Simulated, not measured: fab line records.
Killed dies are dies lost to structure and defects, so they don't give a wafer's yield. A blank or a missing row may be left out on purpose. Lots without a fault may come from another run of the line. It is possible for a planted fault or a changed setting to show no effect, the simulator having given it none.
A lot that was struck, set against a sound lot / flow berkeley-cmos170 / 20 steps out of a route of 331
Sound: wafers L954.2, L954.3, L954.4. The struck wafers were L956.2, L956.3, L956.5. The cause is given at the end.
For every step that has rows: the tool of each side, followed by ch and its chambers, followed by its first start. Under that, the readings that differ: sound wafers / struck wafers / difference of the means / sigmas: that difference in standard deviations of wafers without a fault.
alike: readings with means less than 2 such deviations apart, plus words and numbers identical on both sides. not compared: withheld readings, readings lacking a value on some wafer, bounds such as >300 that could conceal the same value, and numbers that have no deviation in the record and whose values overlap.
Wherever a step has rows on one side only, a row that says differs or no value, or a row with sigmas, the two part there. Numbers that have no deviation but don't overlap get no sigmas and don't part them. A reading that every wafer of one side lacks parts them only if that side has two wafers or more.

first, 4 steps without rows for these wafers: UCB170_PLDD_SOFTBAKE_02 (time 60 s); UCB170_PLDD_EXPOSE_03 (exposes mask PSELECT, target cd 1200 nm); UCB170_PLDD_PEB_04; UCB170_PLDD_DEVELOP_05 (develop time 45 s).
UCB170_PLDD_CD_MEAS_06: the cd target is 1200 nm.
  sound: cd-sem-01 at day 8 15:19; struck: cd-sem-01 at day 9 21:46
  alike: cd-nm
UCB170_PLDD_OVL_MEAS_07:
  sound: overlay-02 at day 8 15:26; struck: overlay-02 at day 9 21:52
  alike: PLDD_OVL
then, 2 steps without rows for these wafers: UCB170_PLDD_IMPLANT_08; UCB170_PLDD_IMPLANT_09.
UCB170_PLDD_STRIP_10: strips in O2.
  sound on plasma-asher-03 ch 0,1, day 8 15:46; struck on plasma-asher-01 ch 0,1, day 9 22:12
  alike: drypump-motor-current-A, oes-product-au, strip-time-to-endpoint-s
  not compared: rf-hours-counter-h
UCB170_PLDD_TW_MEAS_11:
  sound: film-metro-02 at day 8 15:52; struck: film-metro-02 at day 9 22:19
  alike: PLDD_TW
then, 2 steps without rows for these wafers: UCB170_PLDD_CLEAN_12 (cleans in SPM, time 600 s); UCB170_NLDD_HMDS_00 (prime time 60 s).
UCB170_NLDD_COAT_01: resist thk 900 nm.
  sound on litho-track-02 ch 0, day 8 16:26; struck on litho-track-03, day 9 22:43
  no value came back on the struck wafers for chill-plate-temp-C (C), dispense-pressure-kPa (kPa), resist-line-temp-C (C); on the sound wafers chill-plate-temp-C (C) reads 23.12 23.07 23.02
then, 4 steps without rows for these wafers: UCB170_NLDD_SOFTBAKE_02 (time 60 s); UCB170_NLDD_EXPOSE_03 (exposes mask NSELECT, target cd 1200 nm); UCB170_NLDD_PEB_04; UCB170_NLDD_DEVELOP_05 (develop time 45 s).
UCB170_NLDD_CD_MEAS_06: the cd target is 1200 nm.
  sound: cd-sem-02 at day 8 17:26; struck: cd-sem-01 at day 10 00:11
reading=cd-nm (nm); sound=1202.1 1203.9 1203.1; struck=- - -; difference=no value on the struck wafers; sigmas=
UCB170_NLDD_OVL_MEAS_07:
  sound: overlay-01 at day 8 17:32; struck: overlay-02 at day 10 00:17
reading=NLDD_OVL (nm); sound=-6 -5 -6; struck=- - -; difference=no value on the struck wafers; sigmas=
UCB170_M3_PROBE_99:
  rows exist in the record for the struck wafers here (prober-01, day 11 12:55), but not for the sound ones

WHERE THEY PART
First at UCB170_NLDD_COAT_01; last, within this record, at UCB170_M3_PROBE_99.

WHY: what had been put in by the simulator
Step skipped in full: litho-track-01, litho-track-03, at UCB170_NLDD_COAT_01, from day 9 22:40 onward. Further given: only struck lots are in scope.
